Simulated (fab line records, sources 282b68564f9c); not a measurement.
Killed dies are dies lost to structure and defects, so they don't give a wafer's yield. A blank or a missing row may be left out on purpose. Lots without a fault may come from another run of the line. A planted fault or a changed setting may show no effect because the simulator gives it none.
Which tool did it? | flow rit_cmos | 7 lots, 21 wafers sampled, at 3 steps of a route of 202

WHAT THE GAUGES READ, wafer by wafer
RIT_FOX2_THK_MEAS_01.
lot  | measured    | on            | FOX2_OXIDE_THK (nm)
L277 | day 1 23:19 | film_metro-04 | 346 349 347
L281 | day 3 00:12 | film_metro-01 | 537 531 525
L284 | day 3 11:56 | film_metro-01 | 505 515 511
L292 | day 5 04:22 | film_metro-01 | 361 359 360
L294 | day 5 17:30 | film_metro-03 | 361 363 363
L296 | day 5 22:41 | film_metro-03 | 354 356 355
L298 | day 6 08:29 | film_metro-01 | 346 340 349

WHICH TOOL RAN EACH LOT (tool, then ch and the chambers of the sampled wafers, then the start)
lot  | RIT_ACTIVE_ETCH_13                | RIT_FOX2_OXIDATION_00
L277 | rie_diel-04 ch 2,3, day 1 19:43   | furnace-01 ch 0, day 1 22:00
L281 | rie_diel-04 ch 0,3, day 2 16:05   | furnace-01 ch 0, day 2 20:17
L284 | rie_diel-01 ch 0,3, day 3 06:50   | furnace-02 ch 0, day 3 09:08
L292 | rie_diel-02 ch 1,2,3, day 5 00:19 | furnace-02 ch 0, day 5 03:03
L294 | rie_diel-01 ch 0,1, day 5 09:53   | furnace-02 ch 0, day 5 16:11
L296 | rie_diel-04 ch 0,1, day 5 18:58   | furnace-02 ch 0, day 5 21:20
L298 | rie_diel-01 ch 1,3, day 6 04:50   | furnace-01 ch 0, day 6 07:10
- RIT_ACTIVE_ETCH_13: etches Si3N4 in SF6, stops on SiO2, time 210 s, target depth 210 nm.
- RIT_FOX2_OXIDATION_00: target thk 350.7 nm, ox time 1130 s.

THE ANSWER, worked out from the rows above alone
Rule: what is usual is taken from the lots themselves. Put in order of their means at a reading, lots are off if they are a third of the lots or fewer, leave a main group of 4 or more, and stand apart from it by a gap of 3 or more times the standard deviation of the main group's means; of several such gaps the widest counts. A main group whose means are all the same, to the digits that the tables above print for the reading, isn't used. A lot without any number at a reading at which 4 lots or more have one is off too. The other lots that the step has rows for count as sound.
Off: L281, L284, at RIT_FOX2_THK_MEAS_01 (FOX2_OXIDE_THK). The main group: mean 354 nm, standard deviation 6.8.
A tool fits if, at a process step before that reading, it ran every lot that is off, and no sound lot after the first of them. The gauges at RIT_FOX2_THK_MEAS_01 are tried like those tools. None of those tried fits.

WHAT THE SIMULATOR HAD PUT IN
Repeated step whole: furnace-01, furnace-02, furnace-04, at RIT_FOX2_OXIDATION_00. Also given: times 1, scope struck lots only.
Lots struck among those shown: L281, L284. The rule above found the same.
